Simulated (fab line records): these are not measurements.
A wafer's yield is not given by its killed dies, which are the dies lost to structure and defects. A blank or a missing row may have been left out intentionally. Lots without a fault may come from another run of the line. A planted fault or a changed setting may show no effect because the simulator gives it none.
fab line records	flow berkeley_cmos170
[record] lots = 15	wafers = 45	last_day = 13
route steps=331 shown NVT@111
lots that met no fault: taken from a fault-free run of the same line
start_h: hours from the record's first day to the start of the lot's first wafer shown	wait_h: time in hours since the lot's previous step	" as in the row above	L1.1+2: a single row standing in for several wafers	- value missing, or start not given	* or withheld: withheld	< > ~ a bound
route shown NAME@n: NAME is a module with steps in the file, n the number in the route of the first one	usual: mean/standard deviation of fault-free wafers	same: alike in all rows	chamber/n: place in a boat	sites: readings site by site	_std_site: the values' standard deviation	_edge_site: mean of outer sites minus mean of inner sites	radius_mm: for every site, how far away it sits from the centre of the wafer	mask NAME#n: copy n	behind: the last tool/chamber to shape the wafer	hold: reason for holding the lot/hours on hold/outcome of the hold	device: transistor that didn't switch, given as n, p or np	end of line: the same wafers' tests at the end of the route	a step given without rows: its recipe and nothing more	killed: dies lost to structure and defects at the first sort, not the wafer's yield	map: shows each die of a wafer: x if killed, . if not, _ if none is there
set.NAME: the setting the step ran with; set.NAME@STEP: the setting that earlier step ran with	model.NAME: the simulator's own value behind a step, which no gauge read
the route's steps for a sample of lots (tables are steps, rows are wafers)
services: from which hour (start_h, from the record's first day; less than 0 if before it) a tool's chamber was out of use, for how many hours, and why
[[steps]]
[step UCB170_NVT_IMPLANT_07]
[recipe] species = BF2	dose_cm2 = 3e+12	energy_kev = 50	tilt_deg = 7
[usual] tilt_deg = 6.997/0.021
lot.wafer	tool	chamber	start_h	wait_h	tilt_deg
L718.3	implanter-03	0	140.49	0.1	6.974
L718.4	"	0	"	"	6.978
L718.5	"	0	"	"	7.000
L719.1	implanter-02	0	140.72	0.0	6.979
L719.5	"	0	"	"	6.979
L719.6	"	0	"	"	6.986
L723.1	implanter-03	0	151.86	0.0	6.992
L723.4	"	0	"	"	7.044
L723.6	"	0	"	"	7.019
L720.2	implanter-01	0	151.95	0.0	7.017
L720.4	"	0	"	"	7.012
L720.5	"	0	"	"	7.029
L722.4	implanter-03	0	152.43	0.1	6.957
L722.5	"	0	"	"	6.954
L722.6	"	0	"	"	6.964
L724.1	implanter-03	0	165.99	0.0	7.005
L724.3	"	0	"	"	7.021
L724.4	"	0	"	"	6.997
L725.2	implanter-01	0	166.13	0.0	6.995
L725.4	"	0	"	"	6.986
L725.5	"	0	"	"	7.017
L727.1	implanter-02	0	175.37	0.0	6.990
L727.2	"	0	"	"	6.999
L727.4	"	0	"	"	6.986
L730.1	implanter-03	0	197.04	0.0	7.031
L730.3	"	0	"	"	6.980
L730.6	"	0	"	"	7.012
L736.2	implanter-02	0	218.71	0.0	4.139
L736.4	"	0	"	"	4.114
L736.5	"	0	"	"	4.134
L735.4	implanter-02	0	218.91	0.1	4.124
L735.5	"	0	"	"	4.126
L735.6	"	0	"	"	4.137
L734.4	implanter-02	0	219.06	0.2	4.170
L734.5	"	0	"	"	4.152
L734.6	"	0	"	"	4.160
L739.1	implanter-01	0	236.31	0.0	6.989
L739.4	"	0	"	"	7.035
L739.6	"	0	"	"	6.994
L738.1	implanter-03	0	236.51	0.0	7.007
L738.2	"	0	"	"	7.015
L738.5	"	0	"	"	6.990
L740.1	implanter-01	0	244.53	0.0	6.977
L740.3	"	0	"	"	6.976
L740.5	"	0	"	"	6.995
[[services]]
tool	chamber	start_h	hours	kind
implanter-02	-	180.71	4.1	pm
implanter-01	-	183.65	1.3	repair
implanter-03	-	186.04	6.5	repair
implanter-01	-	217.69	2.0	repair
[[key]]
[first_sign] step = UCB170_NVT_IMPLANT_07	reading = tilt_deg	direction = down	sigmas = 99+	usual = 6.997	struck = 4.140
effect none on later readings
met_at UCB170_NVT_IMPLANT_07
struck_lots L734,L735,L736
tester_left_out L734,L735,L736
onset_between 175.37 218.71
[fault] kind = process_parameter_drift	tool = implanter-02	chamber = -	onset_h = 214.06	steps = UCB170_NVT_IMPLANT_07	channel = tilt_deg	offset = -2.8625	shape = step	end_h = 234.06	acts_in = these_recipes_only	stated = 7
// tester_left_out: of these lots the tester's yield and bins aren't shown, on N5 and GAA mostly nor the transistor test; their killed dies are dies lost to structure and defects alone, not to doping, threshold or leakage, so they don't give the yield
